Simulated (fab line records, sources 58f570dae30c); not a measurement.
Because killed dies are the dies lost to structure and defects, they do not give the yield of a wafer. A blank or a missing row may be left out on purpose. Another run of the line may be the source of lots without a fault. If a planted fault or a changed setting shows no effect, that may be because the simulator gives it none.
fab line records || flow berkeleyCmos170 || part 2 of 2: steps 36 to 48 of 48
[record] {"lots": 5, "wafers": 15, "lastDay": 11}
route steps=331 shown NWELL@28 PWELL@34 WELLDRIVE@55 ACTIVE@60
lots untouched by any fault: they come from a run of this same line in which no faults occurred
startH: start of the lot's first displayed wafer, in hours after the record's first day || waitH: hours elapsed since this lot's preceding step || " unchanged from the row above || L1.1+2: several wafers, shown together as one row || - value missing, or start not given || * or withheld: withheld || < > ~ a bound
route shown NAME@n: a module of which the file shows steps, and the number in the route of the first || usual: the fault-free wafers' mean and standard deviation || same: alike in all rows || chamber/n: place in a boat || sites: each site's reading || _std_site: their standard deviation || _edge_site: mean of outer sites minus mean of inner sites || radiusMm: how far each site lies from the wafer's centre || mask NAME#n: copy n || behind: tool/chamber where the wafer was last shaped || hold: what put the lot on hold/how long, in hours/how the hold closed || device: the n, p or np transistor that did not switch || end of line: at the end of the route, the tests of the same wafers || a step with no rows: only its recipe || killed: at the first sort, the dies lost to defects and structure; wafer yield is something else || map: per-die view of a wafer (x killed, . not killed, _ where there is no die)
set.NAME: the setting as run; set.NAME@STEP: as run at that earlier step || model.NAME: the simulator's own value behind a step, which no gauge read
certain route steps with their lots: each step a table, each wafer a row
services: the hour from which a tool's chamber was out of use, counted from the record's first day as startH (under 0 if before that day), plus the number of hours and why
[[steps]]
[step UCB170_ACTIVE_THK_MEAS_03]
[recipe] {"reads": "SiO2_of_ACTIVE_OXIDATION_02"}
[usual] {"ACTIVE_OXIDE_THK": "26.3/0.45"}
{"lot.wafer": "L074.1", "tool": "filmMetro-02", "chamber": "-", "startH": 58.12, "waitH": 0.0, "ACTIVE_OXIDE_THK[nm]": 26.5}
{"lot.wafer": "L074.3", "tool": "filmMetro-02", "chamber": "-", "startH": 58.12, "waitH": 0.0, "ACTIVE_OXIDE_THK[nm]": 26.0}
{"lot.wafer": "L074.5", "tool": "filmMetro-02", "chamber": "-", "startH": 58.12, "waitH": 0.0, "ACTIVE_OXIDE_THK[nm]": 26.3}
{"lot.wafer": "L076.2", "tool": "filmMetro-02", "chamber": "-", "startH": 84.71, "waitH": 0.1, "ACTIVE_OXIDE_THK[nm]": 26.8}
{"lot.wafer": "L076.4", "tool": "filmMetro-02", "chamber": "-", "startH": 84.71, "waitH": 0.1, "ACTIVE_OXIDE_THK[nm]": 26.6}
{"lot.wafer": "L076.6", "tool": "filmMetro-02", "chamber": "-", "startH": 84.71, "waitH": 0.1, "ACTIVE_OXIDE_THK[nm]": 26.5}
{"lot.wafer": "L082.3", "tool": "filmMetro-02", "chamber": "-", "startH": 97.26, "waitH": 0.0, "ACTIVE_OXIDE_THK[nm]": 26.4}
{"lot.wafer": "L082.4", "tool": "filmMetro-02", "chamber": "-", "startH": 97.26, "waitH": 0.0, "ACTIVE_OXIDE_THK[nm]": 26.4}
{"lot.wafer": "L082.6", "tool": "filmMetro-02", "chamber": "-", "startH": 97.26, "waitH": 0.0, "ACTIVE_OXIDE_THK[nm]": 26.4}
{"lot.wafer": "L091.1", "tool": "filmMetro-04", "chamber": "-", "startH": 143.32, "waitH": 0.0, "ACTIVE_OXIDE_THK[nm]": 27.2}
{"lot.wafer": "L091.4", "tool": "filmMetro-04", "chamber": "-", "startH": 143.32, "waitH": 0.0, "ACTIVE_OXIDE_THK[nm]": 27.1}
{"lot.wafer": "L091.5", "tool": "filmMetro-04", "chamber": "-", "startH": 143.32, "waitH": 0.0, "ACTIVE_OXIDE_THK[nm]": 26.9}
{"lot.wafer": "L094.3", "tool": "filmMetro-03", "chamber": "-", "startH": 170.30, "waitH": 0.0, "ACTIVE_OXIDE_THK[nm]": 26.6}
{"lot.wafer": "L094.5", "tool": "filmMetro-03", "chamber": "-", "startH": 170.30, "waitH": 0.0, "ACTIVE_OXIDE_THK[nm]": 26.3}
{"lot.wafer": "L094.6", "tool": "filmMetro-03", "chamber": "-", "startH": 170.30, "waitH": 0.0, "ACTIVE_OXIDE_THK[nm]": 26.9}
[step UCB170_ACTIVE_ANNEAL_04]
[recipe] {"tempC": 1000, "timeS": 900, "ambient": "N2"}
{"lot.wafer": "L074.1+3+5", "tool": "furnace-03", "chamber": 0, "startH": 59.48, "waitH": 1.4}
{"lot.wafer": "L076.2+4+6", "tool": "furnace-04", "chamber": 0, "startH": 86.30, "waitH": 1.6}
{"lot.wafer": "L082.3+4+6", "tool": "furnace-01", "chamber": 0, "startH": 98.29, "waitH": 1.0}
{"lot.wafer": "L091.1+4+5", "tool": "furnace-03", "chamber": 0, "startH": 147.05, "waitH": 3.7}
{"lot.wafer": "L094.3+5+6", "tool": "furnace-03", "chamber": 0, "startH": 171.80, "waitH": 1.5}
[step UCB170_ACTIVE_CVD_05]
[recipe] {"material": "Si3N4", "targetThkNm": 220, "tempC": 800, "precursor": "SiH2Cl2/NH3", "timeS": 3300, "pressureMtorr": 200, "sih2cl2FlowSccm": 25, "nh3FlowSccm": 75}
{"lot.wafer": "L074.1+3+5", "tool": "lpcvd-02", "chamber": 0, "startH": 61.28, "waitH": 0.5}
{"lot.wafer": "L076.2+4+6", "tool": "lpcvd-02", "chamber": 0, "startH": 91.32, "waitH": 3.8}
{"lot.wafer": "L082.3+4+6", "tool": "lpcvd-01", "chamber": 0, "startH": 103.28, "waitH": 3.7}
{"lot.wafer": "L091.1+4+5", "tool": "lpcvd-01", "chamber": 0, "startH": 148.30, "waitH": 0.0}
{"lot.wafer": "L094.3+5+6", "tool": "lpcvd-02", "chamber": 0, "startH": 173.05, "waitH": 0.0}
[step UCB170_ACTIVE_THK_MEAS_06]
[recipe] {"reads": "Si3N4_of_ACTIVE_CVD_05"}
[usual] {"ACTIVE_NITRIDE_THK": "218.6/2"}
{"lot.wafer": "L074.1", "tool": "filmMetro-03", "chamber": "-", "startH": 63.23, "waitH": 0.0, "ACTIVE_NITRIDE_THK[nm]": 224.2}
{"lot.wafer": "L074.3", "tool": "filmMetro-03", "chamber": "-", "startH": 63.23, "waitH": 0.0, "ACTIVE_NITRIDE_THK[nm]": 221.0}
{"lot.wafer": "L074.5", "tool": "filmMetro-03", "chamber": "-", "startH": 63.23, "waitH": 0.0, "ACTIVE_NITRIDE_THK[nm]": 223.2}
{"lot.wafer": "L076.2", "tool": "filmMetro-03", "chamber": "-", "startH": 93.24, "waitH": 0.0, "ACTIVE_NITRIDE_THK[nm]": 221.4}
{"lot.wafer": "L076.4", "tool": "filmMetro-03", "chamber": "-", "startH": 93.24, "waitH": 0.0, "ACTIVE_NITRIDE_THK[nm]": 221.2}
{"lot.wafer": "L076.6", "tool": "filmMetro-03", "chamber": "-", "startH": 93.24, "waitH": 0.0, "ACTIVE_NITRIDE_THK[nm]": 219.8}
{"lot.wafer": "L082.3", "tool": "filmMetro-04", "chamber": "-", "startH": 105.22, "waitH": 0.0, "ACTIVE_NITRIDE_THK[nm]": 217.3}
{"lot.wafer": "L082.4", "tool": "filmMetro-04", "chamber": "-", "startH": 105.22, "waitH": 0.0, "ACTIVE_NITRIDE_THK[nm]": 218.2}
{"lot.wafer": "L082.6", "tool": "filmMetro-04", "chamber": "-", "startH": 105.22, "waitH": 0.0, "ACTIVE_NITRIDE_THK[nm]": 217.4}
{"lot.wafer": "L091.1", "tool": "filmMetro-02", "chamber": "-", "startH": 150.21, "waitH": 0.0, "ACTIVE_NITRIDE_THK[nm]": 219.4}
{"lot.wafer": "L091.4", "tool": "filmMetro-02", "chamber": "-", "startH": 150.21, "waitH": 0.0, "ACTIVE_NITRIDE_THK[nm]": 218.8}
{"lot.wafer": "L091.5", "tool": "filmMetro-02", "chamber": "-", "startH": 150.21, "waitH": 0.0, "ACTIVE_NITRIDE_THK[nm]": 219.3}
{"lot.wafer": "L094.3", "tool": "filmMetro-04", "chamber": "-", "startH": 174.99, "waitH": 0.0, "ACTIVE_NITRIDE_THK[nm]": 214.6}
{"lot.wafer": "L094.5", "tool": "filmMetro-04", "chamber": "-", "startH": 174.99, "waitH": 0.0, "ACTIVE_NITRIDE_THK[nm]": 214.6}
{"lot.wafer": "L094.6", "tool": "filmMetro-04", "chamber": "-", "startH": 174.99, "waitH": 0.0, "ACTIVE_NITRIDE_THK[nm]": 217.6}
[step UCB170_ACTIVE_HMDS_07]
[recipe] {"primeTimeS": 60, "primeTempC": 100}
{"lot.wafer": "L074.1+3+5", "tool": "lithoTrack-04", "chamber": 0, "startH": 63.64, "waitH": 0.4}
{"lot.wafer": "L076.2+4+6", "tool": "lithoTrack-03", "chamber": 0, "startH": 93.61, "waitH": 0.4}
{"lot.wafer": "L082.3+4+6", "tool": "lithoTrack-04", "chamber": 0, "startH": 106.51, "waitH": 1.3}
{"lot.wafer": "L091.1+4+5", "tool": "lithoTrack-01", "chamber": 0, "startH": 150.64, "waitH": 0.4}
{"lot.wafer": "L094.3+5+6", "tool": "lithoTrack-01", "chamber": 0, "startH": 175.08, "waitH": 0.1}
[step UCB170_ACTIVE_COAT_08]
[recipe] {"resist": "KrF", "spinRpm": 1500, "resistThkNm": 900}
[usual] {"dispensePressureKPa": "49/4.5"}
{"lot.wafer": "L074.1", "tool": "lithoTrack-04", "chamber": 0, "startH": 63.79, "waitH": 0.1, "dispensePressureKPa": 48}
{"lot.wafer": "L074.3", "tool": "lithoTrack-04", "chamber": 0, "startH": 63.79, "waitH": 0.1, "dispensePressureKPa": 48}
{"lot.wafer": "L074.5", "tool": "lithoTrack-04", "chamber": 0, "startH": 63.79, "waitH": 0.1, "dispensePressureKPa": 48}
{"lot.wafer": "L076.2", "tool": "lithoTrack-03", "chamber": 0, "startH": 93.76, "waitH": 0.1, "dispensePressureKPa": 44}
{"lot.wafer": "L076.4", "tool": "lithoTrack-03", "chamber": 0, "startH": 93.76, "waitH": 0.1, "dispensePressureKPa": 44}
{"lot.wafer": "L076.6", "tool": "lithoTrack-03", "chamber": 0, "startH": 93.76, "waitH": 0.1, "dispensePressureKPa": 44}
{"lot.wafer": "L082.3", "tool": "lithoTrack-04", "chamber": 0, "startH": 106.66, "waitH": 0.1, "dispensePressureKPa": 48}
{"lot.wafer": "L082.4", "tool": "lithoTrack-04", "chamber": 0, "startH": 106.66, "waitH": 0.1, "dispensePressureKPa": 48}
{"lot.wafer": "L082.6", "tool": "lithoTrack-04", "chamber": 0, "startH": 106.66, "waitH": 0.1, "dispensePressureKPa": 48}
{"lot.wafer": "L091.1", "tool": "lithoTrack-01", "chamber": 0, "startH": 150.79, "waitH": 0.1, "dispensePressureKPa": 55}
{"lot.wafer": "L091.4", "tool": "lithoTrack-01", "chamber": 0, "startH": 150.79, "waitH": 0.1, "dispensePressureKPa": 55}
{"lot.wafer": "L091.5", "tool": "lithoTrack-01", "chamber": 0, "startH": 150.79, "waitH": 0.1, "dispensePressureKPa": 55}
{"lot.wafer": "L094.3", "tool": "lithoTrack-01", "chamber": 0, "startH": 175.23, "waitH": 0.1, "dispensePressureKPa": 55}
{"lot.wafer": "L094.5", "tool": "lithoTrack-01", "chamber": 0, "startH": 175.23, "waitH": 0.1, "dispensePressureKPa": 55}
{"lot.wafer": "L094.6", "tool": "lithoTrack-01", "chamber": 0, "startH": 175.23, "waitH": 0.1, "dispensePressureKPa": 55}
[step UCB170_ACTIVE_SOFTBAKE_09]
[recipe] {"resist": "KrF", "tempC": 130, "timeS": 60}
{"lot.wafer": "L074.1+3+5", "tool": "lithoTrack-04", "chamber": 0, "startH": 63.94, "waitH": 0.1}
{"lot.wafer": "L076.2+4+6", "tool": "lithoTrack-03", "chamber": 0, "startH": 93.91, "waitH": 0.1}
{"lot.wafer": "L082.3+4+6", "tool": "lithoTrack-04", "chamber": 0, "startH": 106.81, "waitH": 0.1}
{"lot.wafer": "L091.1+4+5", "tool": "lithoTrack-01", "chamber": 0, "startH": 150.94, "waitH": 0.1}
{"lot.wafer": "L094.3+5+6", "tool": "lithoTrack-01", "chamber": 0, "startH": 175.38, "waitH": 0.1}
[step UCB170_ACTIVE_EXPOSE_10]
[recipe] {"maskId": "ACTIVE", "targetCdNm": 1200, "na": 0.5, "sigmaOuter": 0.6, "sourceShape": "conventional", "doseMj": 20}
{"lot.wafer": "L074.1+3+5", "tool": "krfScanner-01", "chamber": 0, "startH": 64.21, "waitH": 0.2, "mask": "ACTIVE#0"}
{"lot.wafer": "L076.2+4+6", "tool": "krfScanner-01", "chamber": 0, "startH": 94.24, "waitH": 0.3, "mask": "ACTIVE#0"}
{"lot.wafer": "L082.3+4+6", "tool": "krfScanner-02", "chamber": 0, "startH": 107.07, "waitH": 0.2, "mask": "ACTIVE#0"}
{"lot.wafer": "L091.1+4+5", "tool": "krfScanner-01", "chamber": 0, "startH": 151.09, "waitH": 0.1, "mask": "ACTIVE#0"}
{"lot.wafer": "L094.3+5+6", "tool": "krfScanner-02", "chamber": 0, "startH": 175.52, "waitH": 0.1, "mask": "ACTIVE#0"}
[step UCB170_ACTIVE_PEB_11]
[recipe] {"pebTempC": 130, "pebTimeS": "withheld", "resist": "KrF"}
{"lot.wafer": "L074.1+3+5", "tool": "lithoTrack-04", "chamber": 0, "startH": 64.33, "waitH": 0.1}
{"lot.wafer": "L076.2+4+6", "tool": "lithoTrack-03", "chamber": 0, "startH": 94.61, "waitH": 0.4}
{"lot.wafer": "L082.3+4+6", "tool": "lithoTrack-04", "chamber": 0, "startH": 107.96, "waitH": 0.9}
{"lot.wafer": "L091.1+4+5", "tool": "lithoTrack-03", "chamber": 0, "startH": 151.21, "waitH": 0.1}
{"lot.wafer": "L094.3+5+6", "tool": "lithoTrack-01", "chamber": 0, "startH": 176.26, "waitH": 0.7}
[step UCB170_ACTIVE_DEVELOP_12]
[recipe] {"developer": "TMAH", "developTimeS": 45, "resist": "KrF", "devTempC": 21}
{"lot.wafer": "L074.1+3+5", "tool": "lithoTrack-04", "chamber": 0, "startH": "-", "waitH": "-"}
{"lot.wafer": "L076.2+4+6", "tool": "lithoTrack-03", "chamber": 0, "startH": "-", "waitH": "-"}
{"lot.wafer": "L082.3+4+6", "tool": "lithoTrack-04", "chamber": 0, "startH": "-", "waitH": "-"}
{"lot.wafer": "L091.1+4+5", "tool": "lithoTrack-03", "chamber": 0, "startH": "-", "waitH": "-"}
{"lot.wafer": "L094.3+5+6", "tool": "lithoTrack-01", "chamber": 0, "startH": "-", "waitH": "-"}
[step UCB170_ACTIVE_CD_MEAS_13]
[recipe] {"targetCdNm": 1200}
[usual] {"cdNm": "1200.3/1.3"}
{"lot.wafer": "L074.1", "tool": "cdSem-01", "chamber": "-", "startH": 64.60, "waitH": "-", "cdNm": 1198.0}
{"lot.wafer": "L074.3", "tool": "cdSem-01", "chamber": "-", "startH": 64.60, "waitH": "-", "cdNm": 1199.0}
{"lot.wafer": "L074.5", "tool": "cdSem-01", "chamber": "-", "startH": 64.60, "waitH": "-", "cdNm": 1198.8}
{"lot.wafer": "L076.2", "tool": "cdSem-01", "chamber": "-", "startH": 94.88, "waitH": "-", "cdNm": 1198.1}
{"lot.wafer": "L076.4", "tool": "cdSem-01", "chamber": "-", "startH": 94.88, "waitH": "-", "cdNm": 1199.0}
{"lot.wafer": "L076.6", "tool": "cdSem-01", "chamber": "-", "startH": 94.88, "waitH": "-", "cdNm": 1199.2}
{"lot.wafer": "L082.3", "tool": "cdSem-02", "chamber": "-", "startH": 108.24, "waitH": "-", "cdNm": 1203.1}
{"lot.wafer": "L082.4", "tool": "cdSem-02", "chamber": "-", "startH": 108.24, "waitH": "-", "cdNm": 1202.1}
{"lot.wafer": "L082.6", "tool": "cdSem-02", "chamber": "-", "startH": 108.24, "waitH": "-", "cdNm": 1203.7}
{"lot.wafer": "L091.1", "tool": "cdSem-01", "chamber": "-", "startH": 151.48, "waitH": "-", "cdNm": 1200.8}
{"lot.wafer": "L091.4", "tool": "cdSem-01", "chamber": "-", "startH": 151.48, "waitH": "-", "cdNm": 1202.2}
{"lot.wafer": "L091.5", "tool": "cdSem-01", "chamber": "-", "startH": 151.48, "waitH": "-", "cdNm": 1201.4}
{"lot.wafer": "L094.3", "tool": "cdSem-02", "chamber": "-", "startH": 176.52, "waitH": "-", "cdNm": 1201.2}
{"lot.wafer": "L094.5", "tool": "cdSem-02", "chamber": "-", "startH": 176.52, "waitH": "-", "cdNm": 1200.4}
{"lot.wafer": "L094.6", "tool": "cdSem-02", "chamber": "-", "startH": 176.52, "waitH": "-", "cdNm": 1201.4}
[step UCB170_ACTIVE_OVL_MEAS_14]
[usual] {"ACTIVE_OVL": "1/6.1"}
{"lot.wafer": "L074.1", "tool": "overlay-01", "chamber": "-", "startH": 64.72, "waitH": 0.1, "ACTIVE_OVL[nm]": 3}
{"lot.wafer": "L074.3", "tool": "overlay-01", "chamber": "-", "startH": 64.72, "waitH": 0.1, "ACTIVE_OVL[nm]": 4}
{"lot.wafer": "L074.5", "tool": "overlay-01", "chamber": "-", "startH": 64.72, "waitH": 0.1, "ACTIVE_OVL[nm]": 4}
{"lot.wafer": "L076.2", "tool": "overlay-02", "chamber": "-", "startH": 94.99, "waitH": 0.1, "ACTIVE_OVL[nm]": 2}
{"lot.wafer": "L076.4", "tool": "overlay-02", "chamber": "-", "startH": 94.99, "waitH": 0.1, "ACTIVE_OVL[nm]": 9}
{"lot.wafer": "L076.6", "tool": "overlay-02", "chamber": "-", "startH": 94.99, "waitH": 0.1, "ACTIVE_OVL[nm]": 8}
{"lot.wafer": "L082.3", "tool": "overlay-02", "chamber": "-", "startH": 108.33, "waitH": 0.1, "ACTIVE_OVL[nm]": 9}
{"lot.wafer": "L082.4", "tool": "overlay-02", "chamber": "-", "startH": 108.33, "waitH": 0.1, "ACTIVE_OVL[nm]": 4}
{"lot.wafer": "L082.6", "tool": "overlay-02", "chamber": "-", "startH": 108.33, "waitH": 0.1, "ACTIVE_OVL[nm]": 10}
{"lot.wafer": "L091.1", "tool": "overlay-02", "chamber": "-", "startH": 151.60, "waitH": 0.1, "ACTIVE_OVL[nm]": 8}
{"lot.wafer": "L091.4", "tool": "overlay-02", "chamber": "-", "startH": 151.60, "waitH": 0.1, "ACTIVE_OVL[nm]": 0}
{"lot.wafer": "L091.5", "tool": "overlay-02", "chamber": "-", "startH": 151.60, "waitH": 0.1, "ACTIVE_OVL[nm]": 12}
{"lot.wafer": "L094.3", "tool": "overlay-02", "chamber": "-", "startH": 176.61, "waitH": 0.1, "ACTIVE_OVL[nm]": -3}
{"lot.wafer": "L094.5", "tool": "overlay-02", "chamber": "-", "startH": 176.61, "waitH": 0.1, "ACTIVE_OVL[nm]": 3}
{"lot.wafer": "L094.6", "tool": "overlay-02", "chamber": "-", "startH": 176.61, "waitH": 0.1, "ACTIVE_OVL[nm]": -4}
[step UCB170_ACTIVE_ETCH_15]
[recipe] {"chemistry": "CH3F/Ar/O2", "target": "Si3N4", "stopOn": "SiO2", "CH3F_flow_sccm": 20, "Ar_flow_sccm": 50, "O2_flow_sccm": 7, "pressureMtorr": 50, "rfW": 450, "targetDepthA": 2420, "overEtchFrac": 0.1, "timeS": 151}
[usual] {"drypumpMotorCurrentA": "5.8/0.5", "oesProductAu": "0.930/0.016", "throttleValvePct": "7.98/0.13"}
{"lot.wafer": "L074.1", "tool": "rieDiel-04", "chamber": 0, "startH": 64.76, "waitH": 0.0, "drypumpMotorCurrentA": 6.1, "oesProductAu": 0.947, "rfHoursCounterH": 53, "throttleValvePct": 7.87}
{"lot.wafer": "L074.3", "tool": "rieDiel-04", "chamber": 1, "startH": 64.76, "waitH": 0.0, "drypumpMotorCurrentA": 5.9, "oesProductAu": 0.943, "rfHoursCounterH": 55, "throttleValvePct": 7.87}
{"lot.wafer": "L074.5", "tool": "rieDiel-04", "chamber": 2, "startH": 64.76, "waitH": 0.0, "drypumpMotorCurrentA": 5.2, "oesProductAu": 0.965, "rfHoursCounterH": "-", "throttleValvePct": 7.92}
{"lot.wafer": "L076.2", "tool": "rieDiel-03", "chamber": 1, "startH": 95.02, "waitH": 0.0, "drypumpMotorCurrentA": 5.5, "oesProductAu": 0.938, "rfHoursCounterH": 111, "throttleValvePct": 7.87}
{"lot.wafer": "L076.4", "tool": "rieDiel-03", "chamber": 0, "startH": 95.02, "waitH": 0.0, "drypumpMotorCurrentA": 6.4, "oesProductAu": 0.943, "rfHoursCounterH": 112, "throttleValvePct": 8.01}
{"lot.wafer": "L076.6", "tool": "rieDiel-03", "chamber": 0, "startH": 95.02, "waitH": 0.0, "drypumpMotorCurrentA": 6.4, "oesProductAu": 0.945, "rfHoursCounterH": "-", "throttleValvePct": 8.02}
{"lot.wafer": "L082.3", "tool": "rieDiel-04", "chamber": 2, "startH": 108.35, "waitH": 0.0, "drypumpMotorCurrentA": 5.2, "oesProductAu": 0.944, "rfHoursCounterH": 17, "throttleValvePct": 7.92}
{"lot.wafer": "L082.4", "tool": "rieDiel-04", "chamber": 3, "startH": 108.35, "waitH": 0.0, "drypumpMotorCurrentA": 6.2, "oesProductAu": 0.932, "rfHoursCounterH": 8, "throttleValvePct": 8.14}
{"lot.wafer": "L082.6", "tool": "rieDiel-04", "chamber": 0, "startH": 108.35, "waitH": 0.0, "drypumpMotorCurrentA": 6.1, "oesProductAu": 0.923, "rfHoursCounterH": "-", "throttleValvePct": 7.85}
{"lot.wafer": "L091.1", "tool": "rieDiel-04", "chamber": 1, "startH": 151.64, "waitH": 0.0, "drypumpMotorCurrentA": 5.9, "oesProductAu": 0.932, "rfHoursCounterH": 59, "throttleValvePct": 7.88}
{"lot.wafer": "L091.4", "tool": "rieDiel-04", "chamber": 0, "startH": 151.64, "waitH": 0.0, "drypumpMotorCurrentA": 6.1, "oesProductAu": 0.937, "rfHoursCounterH": 57, "throttleValvePct": 7.87}
{"lot.wafer": "L091.5", "tool": "rieDiel-04", "chamber": 0, "startH": 151.64, "waitH": 0.0, "drypumpMotorCurrentA": 6.1, "oesProductAu": 0.936, "rfHoursCounterH": "-", "throttleValvePct": 7.87}
{"lot.wafer": "L094.3", "tool": "rieDiel-04", "chamber": 3, "startH": 176.64, "waitH": 0.0, "drypumpMotorCurrentA": 6.2, "oesProductAu": 0.934, "rfHoursCounterH": 12, "throttleValvePct": 8.13}
{"lot.wafer": "L094.5", "tool": "rieDiel-04", "chamber": 0, "startH": 176.64, "waitH": 0.0, "drypumpMotorCurrentA": 6.1, "oesProductAu": 0.921, "rfHoursCounterH": "-", "throttleValvePct": 7.89}
{"lot.wafer": "L094.6", "tool": "rieDiel-04", "chamber": 3, "startH": 176.64, "waitH": 0.0, "drypumpMotorCurrentA": 6.2, "oesProductAu": 0.936, "rfHoursCounterH": "-", "throttleValvePct": 8.13}
[[services]]
{"tool": "implanter-03", "chamber": "-", "startH": 12.07, "hours": 3.4, "kind": "pm"}
{"tool": "furnace-03", "chamber": "-", "startH": 25.55, "hours": 3.9, "kind": "pm"}
{"tool": "implanter-03", "chamber": "-", "startH": 44.87, "hours": 5.5, "kind": "pm"}
{"tool": "krfScanner-01", "chamber": "-", "startH": 48.25, "hours": 1.0, "kind": "pm"}
{"tool": "implanter-03", "chamber": "-", "startH": 51.78, "hours": 18.3, "kind": "pm"}
{"tool": "krfScanner-02", "chamber": "-", "startH": 52.67, "hours": 1.0, "kind": "pm"}
{"tool": "furnace-03", "chamber": "-", "startH": 54.76, "hours": 3.2, "kind": "repair"}
{"tool": "krfScanner-01", "chamber": "-", "startH": 65.07, "hours": 0.8, "kind": "pm"}
{"tool": "krfScanner-02", "chamber": "-", "startH": 66.65, "hours": 1.7, "kind": "repair"}
{"tool": "lpcvd-02", "chamber": "-", "startH": 68.16, "hours": 0.7, "kind": "repair"}
{"tool": "rieDiel-04", "chamber": 1, "startH": 78.19, "hours": 3.5, "kind": "repair"}
{"tool": "krfScanner-02", "chamber": "-", "startH": 83.64, "hours": 7.2, "kind": "pm"}
{"tool": "plasmaAsher-02", "chamber": "-", "startH": 94.22, "hours": 8.2, "kind": "repair"}
{"tool": "rieDiel-04", "chamber": 3, "startH": 98.33, "hours": 1.2, "kind": "repair"}
{"tool": "krfScanner-02", "chamber": "-", "startH": 100.16, "hours": 1.3, "kind": "pm"}
{"tool": "rieDiel-04", "chamber": 0, "startH": 105.08, "hours": 2.0, "kind": "repair"}
{"tool": "furnace-04", "chamber": "-", "startH": 112.56, "hours": 4.1, "kind": "pm"}
{"tool": "rieDiel-04", "chamber": 0, "startH": 115.71, "hours": 7.6, "kind": "repair"}
{"tool": "implanter-03", "chamber": "-", "startH": 120.61, "hours": 0.7, "kind": "repair"}
{"tool": "plasmaAsher-02", "chamber": "-", "startH": 128.38, "hours": 2.2, "kind": "repair"}
{"tool": "krfScanner-01", "chamber": "-", "startH": 133.15, "hours": 1.3, "kind": "pm"}
{"tool": "plasmaAsher-02", "chamber": "-", "startH": 134.88, "hours": 3.7, "kind": "repair"}
{"tool": "furnace-03", "chamber": "-", "startH": 152.13, "hours": 3.3, "kind": "pm"}
{"tool": "wetBench-01", "chamber": "-", "startH": 175.85, "hours": 1.9, "kind": "pm"}
